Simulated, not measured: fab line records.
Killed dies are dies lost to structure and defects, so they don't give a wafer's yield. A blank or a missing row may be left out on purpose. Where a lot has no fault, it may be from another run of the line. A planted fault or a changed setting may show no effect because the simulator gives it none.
fab line records	flow rit_cmos
[record] lots = 5	wafers = 23
route steps=202 shown ACTIVE@4 FOX2@23 NWELL@29 PWELL@41 WELLDRIVE@50 PRETRO@72 GATE@87 NLDD@105 M1@202
start_h: the number of hours between the record's first day and the start of the first shown wafer of the lot	wait_h: hours from the lot's prior step to this one	" the same as in the row above	L1.1+2: one row covering several wafers at once	- value missing, or start not given	* or withheld: withheld	< > ~ a bound
route shown NAME@n: names a module that has steps shown in the file, with the first one's number in the route	usual: average and standard deviation across the fault-free wafers	same: alike in all rows	chamber/n: place in a boat	sites: each site's reading	_std_site: how widely they spread, as a standard deviation	_edge_site: outer sites' mean less inner sites'	radius_mm: for every site, how far away it sits from the centre of the wafer	mask NAME#n: copy n	behind: the most recent tool/chamber to have shaped the wafer	hold: cause of the lot's hold/its duration in hours/its outcome	device: whichever transistor did not switch (one of n, p or np)	end of line: tests of these same wafers at the route's end	a step without rows: its recipe alone	killed: not the wafer's yield, but the dies lost to structure and defects at the first sort	map: a wafer's dies, marking killed ones x, the rest . and places with no die _
set.NAME: the setting that was run; set.NAME@STEP: the one run at that earlier step	model.NAME: the simulator's own value behind a step, which no gauge read
lots with deliberately changed settings; one table per step, one row per wafer
[[steps]]
[step RIT_ACTIVE_CVD_03]
[recipe] material = Si3N4	target_thk_nm = 150	temp_c = 810	precursor = SiH2Cl2/NH3	time_s = 1500	pressure_mtorr = 300	sih2cl2_flow_sccm = 60	nh3_flow_sccm = 150
lot.wafer	tool	chamber	start_h	wait_h	set.time_s	model.Si3N4_of_ACTIVE_CVD_03.thk_nm
L074.1	-	-	-	0.2	1367	135.9
L074.2	"	-	"	"	1367	137.7
L074.4	"	-	"	"	1367	137.4
L074.5	"	-	"	"	1367	137
L074.6	"	-	"	"	1367	136.4
L078.1	-	-	-	0.1	1367	132.9
L078.2	"	-	"	"	1367	135
L078.3	"	-	"	"	1367	134.8
L078.4+5	"	-	"	"	1367	134.1
L081.4	lpcvd-01	1	47.11	0.0	1500	151
L081.5	"	1	"	"	1500	151.3
L081.6	"	1	"	"	1500	151.1
L082.1	-	-	-	0.1	1722	172.5
L082.3	"	-	"	"	1722	173.2
L082.4	"	-	"	"	1722	172.9
L082.5	"	-	"	"	1722	172.6
L082.6	"	-	"	"	1722	172.8
L083.1	-	-	-	0.1	1351	135.3
L083.2	"	-	"	"	1351	134
L083.3	"	-	"	"	1351	135.8
L083.4+5	"	-	"	"	1351	134.9
[step RIT_ACTIVE_THK_MEAS_04]
[recipe] reads = Si3N4_of_ACTIVE_CVD_03
[usual] ACTIVE_NITRIDE_THK = 150.2/1.3
lot.wafer	tool	chamber	start_h	wait_h	set.time_s@ACTIVE_CVD_03	ACTIVE_NITRIDE_THK[nm]
L074.1	film_metro-02	-	-	-	1367	135.9
L074.2	"	-	"	"	1367	137.8
L074.4	"	-	"	"	1367	137.5
L074.5	"	-	"	"	1367	137.0
L074.6	"	-	"	"	1367	136.4
L078.1	film_metro-02	-	-	-	1367	133.0
L078.2	"	-	"	"	1367	135.0
L078.3	"	-	"	"	1367	134.8
L078.4	"	-	"	"	1367	134.1
L078.5	"	-	"	"	1367	134.2
L081.4	film_metro-04	-	48.56	0.0	1500	151.0
L081.5	"	-	"	"	1500	151.3
L081.6	"	-	"	"	1500	151.0
L082.1	film_metro-02	-	-	-	1722	172.6
L082.3	"	-	"	"	1722	173.1
L082.4	"	-	"	"	1722	173.0
L082.5	"	-	"	"	1722	172.5
L082.6	"	-	"	"	1722	172.8
L083.1	film_metro-02	-	-	-	1351	135.3
L083.2	"	-	"	"	1351	133.9
L083.3	"	-	"	"	1351	135.8
L083.4	"	-	"	"	1351	134.8
L083.5	"	-	"	"	1351	134.9
[step RIT_ACTIVE_HMDS_05]
[recipe] prime_time_s = 60	prime_temp_c = 140
[step RIT_ACTIVE_COAT_06]
[recipe] resist = NOVOLAK	spin_rpm = 3272	resist_thk_nm = 1000
[step RIT_ACTIVE_HARDBAKE_12]
[recipe] resist = NOVOLAK	temp_c = 140	time_s = 60
[step RIT_ACTIVE_ETCH_13]
[recipe] stop_on = SiO2	chemistry = SF6	target = Si3N4	time_s = 210	over_etch_frac = 0.4	SF6_flow_sccm = 200	pressure_mtorr = 260	rf_w = 125	target_depth_a = 2100
[usual] oes_product_au = 0.822/0.014
lot.wafer	tool	chamber	start_h	wait_h	set.time_s@ACTIVE_CVD_03	oes_product_au	model.ACTIVE.feature_depth_nm	model.etch.depth_nm
L074.1	rie_diel-04	1	17.04	0.1	1367	0.772	136.7	135.9
L074.2	"	2	"	"	1367	0.760	139.6	137.7
L074.4	"	3	"	"	1367	0.793	137.4	137.4
L074.5	"	3	"	"	1367	0.778	137	137
L074.6	"	0	"	"	1367	0.769	136.4	136.4
L078.1	rie_diel-01	1	34.84	0.1	1367	0.785	132.9	132.9
L078.2	"	3	"	"	1367	0.757	135	135
L078.3	"	2	"	"	1367	0.782	134.8	134.8
L078.4	"	2	"	"	1367	0.776	134.1	134.1
L078.5	"	1	"	"	1367	0.777	134.1	134.1
L081.4	rie_diel-02	2	51.10	0.1	1500	0.842	151	151
L081.5	"	0	"	"	1500	0.829	153.1	151.3
L081.6	"	3	"	"	1500	0.838	153.2	151.1
L082.1	rie_diel-04	1	54.83	0.1	1722	0.878	173.4	172.5
L082.3	"	0	"	"	1722	0.889	173.2	173.2
L082.4	"	0	"	"	1722	0.883	172.9	172.9
L082.5	"	3	"	"	1722	0.882	172.6	172.6
L082.6	"	1	"	"	1722	0.875	173.7	172.8
L083.1	rie_diel-01	1	60.28	0.1	1351	0.794	135.3	135.3
L083.2	"	2	"	"	1351	0.767	134	134
L083.3	"	0	"	"	1351	0.763	136.5	135.8
L083.4	"	3	"	"	1351	0.762	134.9	134.9
L083.5	"	3	"	"	1351	0.771	134.9	134.9
[step RIT_ACTIVE_CLEAN_15]
[recipe] chemistry = SC1	mix = 3:3:50	time_s = 600	temp_c = 75
lot.wafer	tool	chamber	start_h	wait_h	set.time_s	model.Si3N4_of_ACTIVE_CVD_03.thk_nm
L074.1	-	-	-	0.1	688.3	135.4
L074.2	"	-	"	"	688.3	137.2
L074.4	"	-	"	"	688.3	137
L074.5	"	-	"	"	688.3	136.5
L074.6	"	-	"	"	688.3	135.9
L078.1	-	-	-	0.1	688.3	132.5
L078.2	"	-	"	"	688.3	134.5
L078.3	"	-	"	"	688.3	134.3
L078.4+5	"	-	"	"	688.3	133.7
L081.4	wet_bench-04	2	51.68	0.0	600	150.6
L081.5	"	2	"	"	600	150.9
L081.6	"	2	"	"	600	150.7
L082.1	-	-	-	0.1	600	172.1
L082.3	"	-	"	"	600	172.8
L082.4	"	-	"	"	600	172.5
L082.5	"	-	"	"	600	172.2
L082.6	"	-	"	"	600	172.4
L083.1	-	-	-	0.1	673.8	134.8
L083.2	"	-	"	"	673.8	133.5
L083.3	"	-	"	"	673.8	135.3
L083.4	"	-	"	"	673.8	134.4
L083.5	"	-	"	"	673.8	134.5
[step RIT_FOX2_OXIDATION_00]
[recipe] temp_c = 1100	ambient = H2O	target_thk_a = 3507	p_h2o_torr = 720	ox_time_s = 1130
lot.wafer	tool	chamber	start_h	wait_h	set.temp_c	model.SiO2_of_FOX2_OXIDATION_00.thk_nm
L074.1	-	-	-	0.0	1100	353
L074.2	"	-	"	"	1100	349.5
L074.4	"	-	"	"	1100	347.2
L074.5	"	-	"	"	1100	346.7
L074.6	"	-	"	"	1100	351.6
L078.1	-	-	-	0.0	1119	374.3
L078.2	"	-	"	"	1119	376.1
L078.3	"	-	"	"	1119	371.4
L078.4	"	-	"	"	1119	369.5
L078.5	"	-	"	"	1119	373.6
L081.4	furnace-01	0	53.53	0.0	1100	347.4
L081.5	"	0	"	"	1100	346.7
L081.6	"	0	"	"	1100	341.9
L082.1	-	-	-	0.0	1100	353.8
L082.3	"	-	"	"	1100	361.8
L082.4	"	-	"	"	1100	365.6
L082.5	"	-	"	"	1100	362.2
L082.6	"	-	"	"	1100	359
L083.1	-	-	-	0.0	1082	325.9
L083.2	"	-	"	"	1082	321.4
L083.3	"	-	"	"	1082	322.3
L083.4	"	-	"	"	1082	321.3
L083.5	"	-	"	"	1082	318.8
[step RIT_NWELL_COAT_01]
[recipe] resist = NOVOLAK	spin_rpm = 2000	resist_thk_nm = 1300
lot.wafer	tool	chamber	start_h	wait_h	set.resist_thk_nm	model.NOVOLAK_of_NWELL_COAT_01.thk_nm
L074.1+2	litho_track-02	0	23.84	0.1	1300	1296
L074.4	"	0	"	"	1300	1295
L074.5	"	0	"	"	1300	1293
L074.6	"	0	"	"	1300	1297
L078.1+2	litho_track-02	0	41.85	0.1	1348	1350
L078.3+4	"	0	"	"	1300	1300
L078.5	"	0	"	"	1300	1299
L081.4	litho_track-02	0	56.01	0.1	1300	1302
L081.5	"	0	"	"	1300	1299
L081.6	"	0	"	"	1300	1300
L082.1	litho_track-01	0	59.57	0.1	1246	1251
L082.3	"	0	"	"	1300	1305
L082.4	"	0	"	"	1246	1252
L082.5	"	0	"	"	1300	1304
L082.6	"	0	"	"	1300	1306
L083.1	litho_track-01	0	66.42	0.1	1300	1302
L083.2	"	0	"	"	1364	1366
L083.3	"	0	"	"	1364	1367
L083.4	"	0	"	"	1300	1306
L083.5	"	0	"	"	1364	1370
[step RIT_NWELL_SOFTBAKE_02]
[recipe] resist = NOVOLAK	temp_c = 90	time_s = 60
[step RIT_NWELL_EXPOSE_03]
[recipe] mask_id = M2	na = 0.57	target_cd_nm = 43900	dose_mj = 250
[step RIT_NWELL_DEVELOP_05]
[recipe] resist = NOVOLAK	develop_time_s = 68	dev_temp_c = 22.02
[step RIT_NWELL_HARDBAKE_07]
[recipe] resist = NOVOLAK	temp_c = 140	time_s = 120
lot.wafer	tool	chamber	start_h	wait_h	set.resist_thk_nm@NWELL_COAT_01	model.NOVOLAK_of_NWELL_COAT_01.thk_nm
L074.1+2+4	litho_track-02	0	24.73	0.0	1300	1133
L074.5	"	0	"	"	1300	1131
L074.6	"	0	"	"	1300	1134
L078.1+2	litho_track-01	0	42.74	0.0	1348	1180
L078.3+4	"	0	"	"	1300	1137
L078.5	"	0	"	"	1300	1136
L081.4	litho_track-01	0	57.09	0.2	1300	1139
L081.5	"	0	"	"	1300	1136
L081.6	"	0	"	"	1300	1137
L082.1	litho_track-01	0	60.46	0.0	1246	1094
L082.3	"	0	"	"	1300	1141
L082.4	"	0	"	"	1246	1096
L082.5	"	0	"	"	1300	1140
L082.6	"	0	"	"	1300	1142
L083.1	litho_track-02	0	67.18	0.0	1300	1139
L083.2	"	0	"	"	1364	1193
L083.3	"	0	"	"	1364	1194
L083.4	"	0	"	"	1300	1142
L083.5	"	0	"	"	1364	1197
[step RIT_NWELL_IMPLANT_08]
[recipe] species = P	energy_kev = 170	dose_cm2 = 5e+13	tilt_deg = 7
lot.wafer	tool	chamber	start_h	wait_h	set.dose_cm2
L074.1+2+4	implanter-01	0	24.98	0.2	4.797e+13
L074.5+6	"	0	"	"	5e+13
L078.1+4+5	implanter-02	0	42.99	0.2	5.191e+13
L078.2+3	"	0	"	"	5e+13
L081.4+5+6	implanter-01	0	57.29	0.2	5e+13
L082.1+3+4+5+6	implanter-04	0	60.71	0.2	5e+13
L083.1+2+3	implanter-04	0	67.47	0.2	5.312e+13
L083.4+5	"	0	"	"	5e+13
[step RIT_PWELL_SOFTBAKE_02]
[recipe] resist = NOVOLAK	temp_c = 90	time_s = 60
lot.wafer	tool	chamber	start_h	wait_h	set.temp_c
L074.1+2+4+5+6	litho_track-03	0	25.66	0.1	90
L078.1+2+4	litho_track-04	0	43.68	0.1	90
L078.3+5	"	0	"	"	91.14
L081.4+5+6	litho_track-04	0	57.97	0.1	90
L082.1+5	litho_track-03	0	61.39	0.1	90
L082.3+4+6	"	0	"	"	86.93
L083.1+5	litho_track-03	0	68.15	0.1	90
L083.2+3+4	"	0	"	"	88.6
[step RIT_PWELL_EXPOSE_03]
[recipe] mask_id = M3	na = 0.57	target_cd_nm = 43700	dose_mj = 250
[step RIT_PWELL_PEB_04]
[recipe] resist = NOVOLAK	temp_c = withheld	time_s = withheld
[step RIT_PWELL_DEVELOP_05]
[recipe] resist = NOVOLAK	develop_time_s = 68	dev_temp_c = 23
lot.wafer	tool	chamber	start_h	wait_h	set.temp_c@PWELL_SOFTBAKE_02	model.NOVOLAK_of_PWELL_COAT_01.thk_nm
L074.1+2+5	litho_track-01	0	-	-	90	1306
L074.4	"	0	"	"	90	1304
L074.6	"	0	"	"	90	1302
L078.1+2	litho_track-01	0	-	-	90	1302
L078.3	"	0	"	"	91.14	1301
L078.4	"	0	"	"	90	1304
L078.5	"	0	"	"	91.14	1295
L081.4	litho_track-03	0	-	-	90	1299
L081.5	"	0	"	"	90	1297
L081.6	"	0	"	"	90	1296
L082.1	litho_track-03	0	-	-	90	1294
L082.3	"	0	"	"	86.93	1312
L082.4	"	0	"	"	86.93	1310
L082.5	"	0	"	"	90	1297
L082.6	"	0	"	"	86.93	1308
L083.1	litho_track-03	0	-	-	90	1300
L083.2+4	"	0	"	"	88.6	1306
L083.3	"	0	"	"	88.6	1300
L083.5	"	0	"	"	90	1298
[step RIT_PWELL_STRIP_09]
[recipe] chemistry = O2	time_s = 180	resist = NOVOLAK	platen_temp_c = withheld	power_w = 500	pressure_mtorr = 4000	o2_flow_sccm = 4000
lot.wafer	tool	chamber	start_h	wait_h	set.o2_flow_sccm
L074.1+2+5	plasma_asher-03	0,1,0	26.68	0.1	4000
L074.4+6	"	0,1	"	"	4345
L078.1+2+5	plasma_asher-02	0,1,1	45.10	0.1	4000
L078.3+4	"	0,1	"	"	3753
L081.4+5+6	plasma_asher-03	1,0,1	58.97	0.1	4000
L082.1+6	plasma_asher-03	1	62.54	0.1	4000
L082.3+4+5	"	0,1,0	"	"	4541
L083.1+3+5	plasma_asher-03	0,0,1	69.57	0.1	4000
L083.2+4	"	1	"	"	3567
[step RIT_WELLDRIVE_ANNEAL_00]
[recipe] temp_c = 1100	time_s = 14700	ambient = N2
[step RIT_WELLDRIVE_RS_MEAS_01]
[recipe] thk_meas_gauge = four-point-probe
[usual] NWELL_RS = 275.7/0.69
lot.wafer	tool	chamber	start_h	wait_h	set.dose_cm2@NWELL_IMPLANT_08	NWELL_RS[ohm/sq]
L074.1	film_metro-04	-	32.14	0.0	4.797e+13	283.1
L074.2	"	-	"	"	4.797e+13	283.7
L074.4	"	-	"	"	4.797e+13	284.4
L074.5	"	-	"	"	5e+13	276.2
L074.6	"	-	"	"	5e+13	276.4
L078.1	film_metro-03	-	50.41	0.0	5.191e+13	268.7
L078.2	"	-	"	"	5e+13	275.7
L078.3	"	-	"	"	5e+13	276.3
L078.4	"	-	"	"	5.191e+13	269.5
L078.5	"	-	"	"	5.191e+13	270.3
L081.4	film_metro-03	-	64.29	0.1	5e+13	276.0
L081.5	"	-	"	"	5e+13	276.7
L081.6	"	-	"	"	5e+13	275.6
L082.1	film_metro-04	-	68.06	0.0	5e+13	276.0
L082.3	"	-	"	"	5e+13	276.4
L082.4	"	-	"	"	5e+13	276.2
L082.5	"	-	"	"	5e+13	276.7
L082.6	"	-	"	"	5e+13	275.9
L083.1	film_metro-04	-	74.89	0.0	5.312e+13	265.5
L083.2	"	-	"	"	5.312e+13	265.6
L083.3	"	-	"	"	5.312e+13	265.4
L083.4	"	-	"	"	5e+13	275.4
L083.5	"	-	"	"	5e+13	276.7
[step RIT_PRETRO_IMPLANT_08]
[recipe] species = B	energy_kev = 45	dose_cm2 = 1.2e+13	tilt_deg = 7
lot.wafer	tool	chamber	start_h	wait_h	set.dose_cm2
L074.1+4+5	implanter-03	0	35.69	0.2	1.2e+13
L074.2+6	"	0	"	"	1.249e+13
L078.1+4	implanter-03	0	53.50	0.2	1.223e+13
L078.2+3+5	"	0	"	"	1.2e+13
L081.4+5+6	implanter-04	0	67.39	0.2	1.2e+13
L082.1+3+4	implanter-01	0	71.32	0.2	1.111e+13
L082.5+6	"	0	"	"	1.2e+13
L083.1+2	implanter-04	0	77.97	0.2	1.122e+13
L083.3+4+5	"	0	"	"	1.2e+13
[step RIT_PRETRO_STRIP_09]
[recipe] chemistry = O2	time_s = 180	resist = NOVOLAK	platen_temp_c = withheld	power_w = 500	pressure_mtorr = 4000	o2_flow_sccm = 4000
[step RIT_PRETRO_TW_MEAS_10]
[usual] PRETRO_TW = 474/3.8
lot.wafer	tool	chamber	start_h	wait_h	set.dose_cm2@PRETRO_IMPLANT_08	PRETRO_TW
L074.1	film_metro-03	-	36.02	0.1	1.2e+13	476
L074.2	"	-	"	"	1.249e+13	480
L074.4	"	-	"	"	1.2e+13	472
L074.5	"	-	"	"	1.2e+13	476
L074.6	"	-	"	"	1.249e+13	479
L078.1	film_metro-03	-	53.82	0.1	1.223e+13	477
L078.2	"	-	"	"	1.2e+13	478
L078.3	"	-	"	"	1.2e+13	478
L078.4	"	-	"	"	1.223e+13	481
L078.5	"	-	"	"	1.2e+13	478
L081.4	film_metro-01	-	67.67	0.1	1.2e+13	467
L081.5	"	-	"	"	1.2e+13	467
L081.6	"	-	"	"	1.2e+13	467
L082.1	film_metro-03	-	71.65	0.1	1.111e+13	469
L082.3	"	-	"	"	1.111e+13	466
L082.4	"	-	"	"	1.111e+13	467
L082.5	"	-	"	"	1.2e+13	477
L082.6	"	-	"	"	1.2e+13	479
L083.1	film_metro-01	-	78.30	0.1	1.122e+13	459
L083.2	"	-	"	"	1.122e+13	461
L083.3	"	-	"	"	1.2e+13	468
L083.4	"	-	"	"	1.2e+13	467
L083.5	"	-	"	"	1.2e+13	467
[step RIT_GATE_COAT_11]
[recipe] resist = NOVOLAK	spin_rpm = 4250	resist_thk_nm = 850
lot.wafer	tool	chamber	start_h	wait_h	set.resist_thk_nm	model.NOVOLAK_of_GATE_COAT_11.thk_nm
L074.1	litho_track-04	0	40.10	0.1	897.6	898.1
L074.2	"	0	"	"	850	849.9
L074.4	"	0	"	"	897.6	898.3
L074.5	"	0	"	"	850	849.5
L074.6	"	0	"	"	850	851.1
L078.1	litho_track-01	0	58.06	0.1	809.2	813.1
L078.2	"	0	"	"	809.2	815.2
L078.3	"	0	"	"	850	853.5
L078.4	"	0	"	"	809.2	811.1
L078.5	"	0	"	"	850	852.7
L081.4	litho_track-02	0	71.53	0.1	850	849.9
L081.5	"	0	"	"	850	853.9
L081.6	"	0	"	"	850	852.5
L082.1	litho_track-01	0	75.50	0.1	814.6	818
L082.3	"	0	"	"	814.6	816.3
L082.4	"	0	"	"	850	854.1
L082.5	"	0	"	"	850	854.5
L082.6	"	0	"	"	850	853.6
L083.1	litho_track-01	0	85.04	0.1	850	851.8
L083.2	"	0	"	"	850	850.5
L083.3	"	0	"	"	811.1	812.1
L083.4	"	0	"	"	811.1	809.7
L083.5	"	0	"	"	850	851.9
[step RIT_NLDD_SOFTBAKE_02]
[recipe] resist = NOVOLAK	temp_c = 90	time_s = 60
lot.wafer	tool	chamber	start_h	wait_h	set.temp_c
L074.1+5+6	litho_track-03	0	45.54	0.1	87.76
L074.2+4	"	0	"	"	90
L078.1+3	litho_track-03	0	62.89	0.1	90
L078.2+4+5	"	0	"	"	86.75
L081.4+5+6	litho_track-01	0	76.60	0.1	90
L082.1+4	litho_track-01	0	80.32	0.1	90
L082.3+5+6	"	0	"	"	92.64
L083.1+2+3+4+5	litho_track-04	0	90.17	0.1	90
[step RIT_NLDD_EXPOSE_03]
[recipe] mask_id = M7	na = 0.57	target_cd_nm = 40700	dose_mj = 250
[step RIT_NLDD_PEB_04]
[recipe] resist = NOVOLAK	temp_c = withheld	time_s = withheld
[step RIT_NLDD_DEVELOP_05]
[recipe] resist = NOVOLAK	develop_time_s = 50	dev_temp_c = 23
lot.wafer	tool	chamber	start_h	wait_h	set.temp_c@NLDD_SOFTBAKE_02	model.NOVOLAK_of_NLDD_COAT_01.thk_nm
L074.1	litho_track-01	0	-	-	87.76	998.7
L074.2	"	0	"	"	90	991.5
L074.4	"	0	"	"	90	990.4
L074.5	"	0	"	"	87.76	996.9
L074.6	"	0	"	"	87.76	999
L078.1	litho_track-01	0	-	-	90	987.6
L078.2+5	"	0	"	"	86.75	999.5
L078.3	"	0	"	"	90	990.1
L078.4	"	0	"	"	86.75	1000
L081.4	litho_track-04	0	-	-	90	996
L081.5	"	0	"	"	90	995.5
L081.6	"	0	"	"	90	995.7
L082.1	litho_track-04	0	-	-	90	999.8
L082.3	"	0	"	"	92.64	993.4
L082.4	"	0	"	"	90	995.1
L082.5	"	0	"	"	92.64	988
L082.6	"	0	"	"	92.64	989
L083.1	litho_track-04	0	-	-	90	994.5
L083.2	"	0	"	"	90	994.3
L083.3	"	0	"	"	90	995.3
L083.4	"	0	"	"	90	995
L083.5	"	0	"	"	90	995.7
[step RIT_NLDD_IMPLANT_08]
[recipe] species = P	energy_kev = 20	dose_cm2 = 5e+14	tilt_deg = 7
lot.wafer	tool	chamber	start_h	wait_h	set.tilt_deg
L074.1+4+5	implanter-01	0	46.52	0.1	7
L074.2+6	"	0	"	"	7.368
L078.1+2	implanter-02	0	63.62	0.1	7
L078.3+4+5	"	0	"	"	7.824
L081.4+5+6	implanter-01	0	77.36	0.1	7
L082.1+3+5	implanter-04	0	81.18	0.1	7
L082.4+6	"	0	"	"	7.854
L083.1+4	implanter-02	0	90.90	0.1	7
L083.2+3+5	"	0	"	"	7.929
[step RIT_M1_PROBE_99]
lot.wafer	tool	chamber	start_h	wait_h	set.tilt_deg@NLDD_IMPLANT_08	model.etest.nmos_turned.drive_ua_um
L074.1	prober-02	-	61.63	0.1	7	270.7
L074.2	prober-02	-	61.68	0.1	7.368	230.3
L074.4	prober-02	-	61.78	0.2	7	254.3
L074.5	prober-02	-	61.83	0.2	7	258.1
L074.6	prober-02	-	61.88	0.2	7.368	254.4
L078.1	prober-02	-	79.26	0.1	7	285.7
L078.2	prober-02	-	79.31	0.1	7	299.6
L078.3	prober-02	-	79.36	0.2	7.824	252.7
L078.4	prober-02	-	79.41	0.2	7.824	255.8
L078.5	prober-02	-	79.46	0.2	7.824	234.2
L081.4	prober-01	-	93.86	0.2	7	301.3
L081.5	prober-01	-	93.91	0.2	7	297.6
L081.6	prober-01	-	93.96	0.2	7	305.2
L082.1	prober-02	-	96.42	0.1	7	353.8
L082.3	prober-02	-	96.52	0.2	7	351.4
L082.4	prober-02	-	96.57	0.2	7.854	282.3
L082.5	prober-02	-	96.62	0.2	7	326.6
L082.6	prober-02	-	96.67	0.2	7.854	274
L083.1	prober-01	-	106.87	0.1	7	322.1
L083.2	prober-01	-	106.92	0.1	7.929	271.5
L083.3	prober-01	-	106.97	0.2	7.929	269
L083.4	prober-01	-	107.02	0.2	7	339.7
L083.5	prober-01	-	107.07	0.2	7.929	258.9
// killed by level:class
L081.4 FOX1:geometric_particle:open=3 GATE:geometric_particle:short=3 GATE:geometric_particle:open=2
L081.5 FOX2:geometric_particle:open=3 FOX1:geometric_particle:short=2 SPACER:geometric_particle:short=2 GATE:geometric_particle:short=1 REOX:geometric_particle:open=1 CONTACT:geometric_particle:short=1
L081.6 FOX1:geometric_particle:open=1 GATE:geometric_particle:open=1 GATE:geometric_particle:short=1 SPACER:geometric_particle:open=1
[[key]]
[split] step = RIT_ACTIVE_CVD_03	setting = time_s	stated = 1500	by = lot
[response] step = RIT_ACTIVE_CVD_03	reading = model.Si3N4_of_ACTIVE_CVD_03.thk_nm	change = +1.56	per = 1%	r = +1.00
[response] step = RIT_ACTIVE_THK_MEAS_04	reading = ACTIVE_NITRIDE_THK	change = +1.56	per = 1%	r = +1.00
[response] step = RIT_ACTIVE_ETCH_13	reading = oes_product_au	change = +0.00455	per = 1%	r = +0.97
[response] step = RIT_ACTIVE_ETCH_13	reading = model.ACTIVE.feature_depth_nm	change = +1.57	per = 1%	r = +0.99
[response] step = RIT_ACTIVE_ETCH_13	reading = model.etch.depth_nm	change = +1.56	per = 1%	r = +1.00
[split] step = RIT_ACTIVE_CLEAN_15	setting = time_s	stated = 600	by = lot
[response] step = RIT_ACTIVE_CLEAN_15	reading = model.Si3N4_of_ACTIVE_CVD_03.thk_nm	change = -2.07	per = 1%	r = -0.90
[split] step = RIT_FOX2_OXIDATION_00	setting = temp_c	stated = 1100	by = lot
[response] step = RIT_FOX2_OXIDATION_00	reading = model.SiO2_of_FOX2_OXIDATION_00.thk_nm	change = +15.1	per = 1%	r = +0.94
[split] step = RIT_NWELL_COAT_01	setting = resist_thk_nm	stated = 1300	by = wafer
[response] step = RIT_NWELL_COAT_01	reading = model.NOVOLAK_of_NWELL_COAT_01.thk_nm	change = +13.1	per = 1%	r = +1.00
[response] step = RIT_NWELL_HARDBAKE_07	reading = model.NOVOLAK_of_NWELL_COAT_01.thk_nm	change = +11.2	per = 1%	r = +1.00
[split] step = RIT_NWELL_IMPLANT_08	setting = dose_cm2	stated = 5e+13	by = wafer
[response] step = RIT_WELLDRIVE_RS_MEAS_01	reading = NWELL_RS	change = -1.73	per = 1%	r = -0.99
[split] step = RIT_PWELL_SOFTBAKE_02	setting = temp_c	stated = 90	by = wafer
[response] step = RIT_PWELL_DEVELOP_05	reading = model.NOVOLAK_of_PWELL_COAT_01.thk_nm	change = -3.86	per = 1%	r = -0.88
[split] step = RIT_PWELL_STRIP_09	setting = o2_flow_sccm	stated = 4000	by = wafer
response none clear
[split] step = RIT_PRETRO_IMPLANT_08	setting = dose_cm2	stated = 1.2e+13	by = wafer
[response] step = RIT_PRETRO_TW_MEAS_10	reading = PRETRO_TW	change = +1.23	per = 1%	r = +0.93
[split] step = RIT_GATE_COAT_11	setting = resist_thk_nm	stated = 850	by = wafer
[response] step = RIT_GATE_COAT_11	reading = model.NOVOLAK_of_GATE_COAT_11.thk_nm	change = +8.63	per = 1%	r = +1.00
[split] step = RIT_NLDD_SOFTBAKE_02	setting = temp_c	stated = 90	by = wafer
[response] step = RIT_NLDD_DEVELOP_05	reading = model.NOVOLAK_of_NLDD_COAT_01.thk_nm	change = -2.83	per = 1%	r = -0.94
[split] step = RIT_NLDD_IMPLANT_08	setting = tilt_deg	stated = 7	by = wafer
[response] step = RIT_M1_PROBE_99	reading = model.etest.nmos_turned.drive_ua_um	change = -4.65	per = 1%	r = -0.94
